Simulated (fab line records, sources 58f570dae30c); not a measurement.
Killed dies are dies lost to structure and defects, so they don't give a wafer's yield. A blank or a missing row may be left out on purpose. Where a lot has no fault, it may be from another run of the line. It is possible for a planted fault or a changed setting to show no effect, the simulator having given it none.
Split-lot trial || flow berkeleyCmos170 || 5 lots, 23 wafers read, on a route of 331 steps

## SPLIT DETAILS
At UCB170_SPACER_CVD_00 (deposits SiO2 from TEOS/O2, target thk 376 nm, time 47 s), the setting timeS was moved away from the recipe's 47 s on 8 of the 23 wafers read, by -7.2% to +10.6%. The other wafers ran this setting at the recipe's value.

## FROM THE SPLIT TO THE READING: what the file shows between them, 2 steps
- UCB170_SPACER_THK_MEAS_01
- UCB170_SPACER_ANNEAL_02: time 1800 s

## THE READING
oesProductAu, in a.u., at UCB170_SPACER_ETCHBACK_03 (etches SiO2 in CHF3/CF4/Ar, stops on Si, target depth 376 nm, time 100 s). Fault-free wafers of this fab line usually give 0.898 a.u., standard deviation 0.015 a.u.

{"wafer": "L074.1", "tool, chamber at the split": "pecvd-02, 0", "timeS as run, s": 47, "against the recipe": "recipe", "oesProductAu, a.u.": 0.904, "against lot-mates on the recipe": "-"}
{"wafer": "L074.2", "tool, chamber at the split": "pecvd-02, 1", "timeS as run, s": 47, "against the recipe": "recipe", "oesProductAu, a.u.": 0.891, "against lot-mates on the recipe": "-"}
{"wafer": "L074.4", "tool, chamber at the split": "pecvd-02, 1", "timeS as run, s": 47, "against the recipe": "recipe", "oesProductAu, a.u.": 0.895, "against lot-mates on the recipe": "-"}
{"wafer": "L074.5", "tool, chamber at the split": "pecvd-02, 2", "timeS as run, s": 43.6, "against the recipe": "-7.2%", "oesProductAu, a.u.": 0.853, "against lot-mates on the recipe": -0.044}
{"wafer": "L074.6", "tool, chamber at the split": "pecvd-02, 0", "timeS as run, s": 43.6, "against the recipe": "-7.2%", "oesProductAu, a.u.": 0.852, "against lot-mates on the recipe": -0.045}
{"wafer": "L075.4", "tool, chamber at the split": "pecvd-03, 1", "timeS as run, s": 47, "against the recipe": "recipe", "oesProductAu, a.u.": 0.887, "against lot-mates on the recipe": "-"}
{"wafer": "L075.5", "tool, chamber at the split": "pecvd-03, 2", "timeS as run, s": 47, "against the recipe": "recipe", "oesProductAu, a.u.": 0.877, "against lot-mates on the recipe": "-"}
{"wafer": "L075.6", "tool, chamber at the split": "pecvd-03, 0", "timeS as run, s": 47, "against the recipe": "recipe", "oesProductAu, a.u.": 0.883, "against lot-mates on the recipe": "-"}
{"wafer": "L076.1", "tool, chamber at the split": "pecvd-03, 0", "timeS as run, s": 47, "against the recipe": "recipe", "oesProductAu, a.u.": 0.898, "against lot-mates on the recipe": "-"}
{"wafer": "L076.2", "tool, chamber at the split": "pecvd-03, 1", "timeS as run, s": 47, "against the recipe": "recipe", "oesProductAu, a.u.": 0.913, "against lot-mates on the recipe": "-"}
{"wafer": "L076.3", "tool, chamber at the split": "pecvd-03, 2", "timeS as run, s": 47, "against the recipe": "recipe", "oesProductAu, a.u.": 0.879, "against lot-mates on the recipe": "-"}
{"wafer": "L076.4", "tool, chamber at the split": "pecvd-03, 1", "timeS as run, s": 47, "against the recipe": "recipe", "oesProductAu, a.u.": 0.913, "against lot-mates on the recipe": "-"}
{"wafer": "L076.6", "tool, chamber at the split": "pecvd-03, 0", "timeS as run, s": 47, "against the recipe": "recipe", "oesProductAu, a.u.": 0.903, "against lot-mates on the recipe": "-"}
{"wafer": "L077.2", "tool, chamber at the split": "pecvd-03, 0", "timeS as run, s": 51.96, "against the recipe": "+10.6%", "oesProductAu, a.u.": 0.947, "against lot-mates on the recipe": "+0.066"}
{"wafer": "L077.3", "tool, chamber at the split": "pecvd-03, 1", "timeS as run, s": 51.96, "against the recipe": "+10.6%", "oesProductAu, a.u.": 0.946, "against lot-mates on the recipe": "+0.065"}
{"wafer": "L077.4", "tool, chamber at the split": "pecvd-03, 1", "timeS as run, s": 47, "against the recipe": "recipe", "oesProductAu, a.u.": 0.887, "against lot-mates on the recipe": "-"}
{"wafer": "L077.5", "tool, chamber at the split": "pecvd-03, 0", "timeS as run, s": 47, "against the recipe": "recipe", "oesProductAu, a.u.": 0.874, "against lot-mates on the recipe": "-"}
{"wafer": "L077.6", "tool, chamber at the split": "pecvd-03, 2", "timeS as run, s": 51.96, "against the recipe": "+10.6%", "oesProductAu, a.u.": 0.954, "against lot-mates on the recipe": "+0.073"}
{"wafer": "L084.1", "tool, chamber at the split": "pecvd-03, 1", "timeS as run, s": 51.27, "against the recipe": "+9.1%", "oesProductAu, a.u.": 0.960, "against lot-mates on the recipe": "+0.062"}
{"wafer": "L084.2", "tool, chamber at the split": "pecvd-03, 2", "timeS as run, s": 51.27, "against the recipe": "+9.1%", "oesProductAu, a.u.": 0.965, "against lot-mates on the recipe": "+0.067"}
{"wafer": "L084.3", "tool, chamber at the split": "pecvd-03, 0", "timeS as run, s": 47, "against the recipe": "recipe", "oesProductAu, a.u.": 0.869, "against lot-mates on the recipe": "-"}
{"wafer": "L084.4", "tool, chamber at the split": "pecvd-03, 1", "timeS as run, s": 47, "against the recipe": "recipe", "oesProductAu, a.u.": 0.927, "against lot-mates on the recipe": "-"}
{"wafer": "L084.6", "tool, chamber at the split": "pecvd-03, 0", "timeS as run, s": 51.27, "against the recipe": "+9.1%", "oesProductAu, a.u.": 0.967, "against lot-mates on the recipe": "+0.069"}

THE FIT
A straight line over all 23 wafers: oesProductAu changes by +0.00617 a.u. for each +1% of timeS; r = +0.91; the points scatter about the line by 0.015 a.u.
The same after taking each lot's own level away (the mean of its wafers on the recipe; 23 wafers): +0.00666 a.u. for each +1%; r = +0.95; scatter 0.012 a.u.
Per that fit: largest timeS move, reading shift of 0.07 a.u.
From 0.8805 to 0.9012 a.u.: that is the span of the lots' own levels, equal to 1.4 times the standard deviation above.
The two slopes agree, so the slope changes little with the lot-to-lot level.
Check: +0.072 a.u. against its lot-mates is what the line predicts for one of the wafers moved furthest among these (+10.6%) when that wafer is left out of the fit. Against them it came out at +0.0665 a.u.

## THE WHOLE CHAIN: every reading that the file lists as answering this split, in the file's order
{"step": "UCB170_SPACER_CVD_00", "what it does": "deposits SiO2 from TEOS/O2, target thk 376 nm, time 47 s", "reading": "SiO2_of_SPACER_CVD_00.thkNm (the simulator's own value, which no gauge read)", "change (the file's fit)": "+3.61 nm for each +1% of the setting", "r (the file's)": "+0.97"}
{"step": "UCB170_SPACER_THK_MEAS_01", "what it does": "", "reading": "SPACER_TEOS_THK", "change (the file's fit)": "+3.62 for each +1% of the setting", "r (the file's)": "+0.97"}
{"step": "UCB170_SPACER_ETCHBACK_03", "what it does": "etches SiO2 in CHF3/CF4/Ar, stops on Si, target depth 376 nm, time 100 s", "reading": "oesProductAu", "change (the file's fit)": "+0.00666 a.u. for each +1% of the setting", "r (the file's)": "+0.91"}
{"step": "UCB170_SPACER_ETCHBACK_03", "what it does": "etches SiO2 in CHF3/CF4/Ar, stops on Si, target depth 376 nm, time 100 s", "reading": "etch.depthNm (the simulator's own value, which no gauge read)", "change (the file's fit)": "+3.61 nm for each +1% of the setting", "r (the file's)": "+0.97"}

## FILE'S OWN FIT
oesProductAu changes by +0.00666 a.u. for each +1% of timeS, r = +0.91.
